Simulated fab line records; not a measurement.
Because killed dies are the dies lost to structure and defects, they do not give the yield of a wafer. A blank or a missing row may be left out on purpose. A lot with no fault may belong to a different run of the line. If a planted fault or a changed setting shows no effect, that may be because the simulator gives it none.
Code-filled problem report in 8D (eight disciplines) form	flow rit cmos	the parts of the form that need people (team, actions taken, sign-off) are left out

## 1. WHAT IS WRONG
Across 3 wafers from 2 lots, SILICIDE_TI_RS at RIT_SILICIDE_RS_MEAS_02 averages 63.7 ohm/sq, while fault-free wafers read 47.9 ohm/sq with a standard deviation of 0.77. Measured from the usual mean, that is +21 standard deviations.
The step: measures by four-point-probe.
First seen on wafer L779.4, day 4 23:52, on film metro-02. Wafers with a number at this step in the record: 42, from 14 lots. Rule for "out", or "out of limits": more than 4 standard deviations from the usual mean. The rest of the wafers with a number are treated as sound.

## 2. WHAT IT IS, AND WHAT IT ISN'T
question	is	is not
which readings at this step	SILICIDE_TI_RS	-
which lots	L779, L781	L770, L771, L772, L773, L774, L775, L776, L787, L789, L790, L791, L793
which wafers of those lots	L779.4, L781.1, L781.5	L779.1, L779.6, L781.6
read on which gauges	film metro-02, film metro-03	film metro-01
when	from day 4 23:52	up to then (23 sound wafers); but 16 sound wafers of L781, L787, L789, L790, L791, L793 came after

## 3. SUSPECTS, AND WHAT RULES EACH OUT
Counting: a tool at a process step up to the reading stays a suspect if it ran every lot that is out. Sound lots after the first of them don't rule it out here, since some wafers of a struck lot are sound.
- the gauge at RIT_SILICIDE_RS_MEAS_02 has been ruled out. 2 gauges (film metro-02, film metro-03) read the wafers that are out.
- pvd sputter-01 at RIT_SILICIDE_SPUTTER_01 (material Ti, target thk 30 nm, time 240 s): kept. Every lot that is out went through it, the first being L779 (day 4 23:43); the last sound lot it ran before that was L775 (day 4 03:26). On those wafers its own readings are out: cathode dc power W.
The count leaves pvd sputter-01 at RIT_SILICIDE_SPUTTER_01.

## 4. THE CAUSE (what the simulator had put in)
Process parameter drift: pvd sputter-01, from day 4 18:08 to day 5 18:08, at RIT_SILICIDE_SPUTTER_01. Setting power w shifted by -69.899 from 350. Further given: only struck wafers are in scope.
The count eliminated every tool but this one.

## 5. THE CHAIN OF EFFECTS, in route order
Each row: a reading whose mean over the struck wafers that have a number lies more than 3 standard deviations from the usual. Only readings for which the record gives a usual standard deviation are gone through. hours: the time from each lot's start at the first step in this table that gives one to its start at this step, as a median over the lots. sigmas: the change in usual standard deviations.
hours	step	reading	usual	on struck wafers	change	sigmas
0	RIT_SILICIDE_SPUTTER_01	cathode dc power W	349.99 W	280.21	-69.78	-99 or more
0	RIT_SILICIDE_RS_MEAS_02	SILICIDE_TI_RS	47.9 ohm/sq	63.7	+15.8	+21
0	RIT_SILICIDE_THK_MEAS_03	SILICIDE_TI_THK	30.2 nm	24.1	-6.1	-14
Its process steps:
- RIT_SILICIDE_SPUTTER_01: material Ti, target thk 30 nm, time 240 s.

## 6. WHAT WOULD HAVE CAUGHT IT SOONER
The first out-of-limits reading at a measuring or inspecting step in this record came at day 4 23:52, 6 hours after the fault's start at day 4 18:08.
The tool's own readings at RIT_SILICIDE_SPUTTER_01 were out on every struck wafer that the step has a row for (cathode dc power W): an alarm limit on them would have fired on the first of those.
Among the 2 lots that are out, L781 began RIT_SILICIDE_SPUTTER_01 on pvd sputter-01 after day 4 23:52. Putting the tool on hold at that point would have spared it.
